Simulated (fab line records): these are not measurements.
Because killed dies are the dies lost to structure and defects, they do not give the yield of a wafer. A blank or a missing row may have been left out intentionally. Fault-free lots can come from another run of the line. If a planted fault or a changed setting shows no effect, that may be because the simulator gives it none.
Matching of chambers | flow berkeleyCmos170 | UCB170_ZERO_ETCH_06 on rieDiel-02: 4 sister chambers
The step etches SiO2 in CHF3/CF4/Ar, time 12 s. 16 wafers are shown with their chamber, then 8 later ones without.

== WAFERS WITH THEIR CHAMBER ==
wafer  | chamber | drypumpMotorCurrentA (A) | throttleValvePct (%) | oesProductAu (a.u.)
L076.3 | 0       | 4.9                      | 9.40                 | 0.639
L076.4 | 2       | 5.8                      | 9.28                 | 0.616
L076.6 | 0       | 5.0                      | 9.40                 | 0.634
L077.1 | 1       | 4.9                      | 9.25                 | 0.623
L077.3 | 3       | 5.8                      | 9.33                 | 0.626
L077.5 | 1       | 4.9                      | 9.25                 | 0.620
L078.1 | 3       | 5.8                      | 9.32                 | 0.625
L078.3 | 1       | 5.0                      | 9.25                 | 0.618
L078.5 | 3       | 5.8                      | 9.32                 | 0.635
L084.2 | 1       | 5.0                      | 9.24                 | 0.622
L084.5 | 0       | 4.9                      | 9.41                 | 0.626
L084.6 | 1       | 4.9                      | 9.25                 | 0.625
L086.3 | 1       | 4.9                      | 9.24                 | 0.626
L086.4 | 3       | 5.8                      | 9.32                 | 0.630
L086.6 | 1       | 4.9                      | 9.25                 | 0.619
L087.1 | 0       | 5.0                      | 9.39                 | 0.630

SIGNATURES (means of the wafers above)
reading              | chamber 0 | chamber 1 | chamber 2 | chamber 3 | scatter within a chamber
drypumpMotorCurrentA | 4.950     | 4.929     | 5.800     | 5.800     | 0.045
throttleValvePct     | 9.4000    | 9.2471    | 9.2800    | 9.3225    | 0.0059
oesProductAu         | 0.63225   | 0.62186   | 0.61600   | 0.62900   | 0.00418
Rule: for each reading, subtract the chamber's mean from the wafer's reading, divide by that reading's scatter and square the result; add these up over the readings and take the root, which gives the wafer's distance from the chamber. If the next closest chamber is less than 2 further off than the closest, the wafer can't be placed; otherwise it belongs to the closest. How the scatter is found: for the shown wafers, subtract from each reading the mean of its chamber, square and add these, divide the total by (wafers less chambers), then take the root.

== WAFERS WITH NO CHAMBER GIVEN ==
wafer  | drypumpMotorCurrentA (A) | throttleValvePct (%) | oesProductAu (a.u.)
L087.3 | 4.9                      | 9.25                 | 0.620
L087.6 | 5.0                      | 9.25                 | 0.614
L091.1 | 5.8                      | 9.33                 | 0.630
L091.2 | 5.8                      | 9.30                 | 0.617
L091.6 | 5.8                      | 9.30                 | 0.607
L096.4 | 5.8                      | 9.29                 | 0.607
L096.5 | 5.8                      | 9.32                 | 0.629
L096.6 | 5.8                      | 9.29                 | 0.613

== THE CHAMBER EACH PASSED THROUGH ==
wafer  | from the rows above     | in truth
L087.3 | 1                       | 1
L087.6 | 1                       | 1
L091.1 | 3                       | 3
L091.2 | can't be placed: 2 or 3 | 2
L091.6 | 2                       | 2
L096.4 | 2                       | 2
L096.5 | 3                       | 3
L096.6 | 2                       | 2
Placed correctly: 7 of 8. Cannot be placed on the basis of these rows: 1; the candidates contain the true chamber in 1. Wrongly placed: 0.
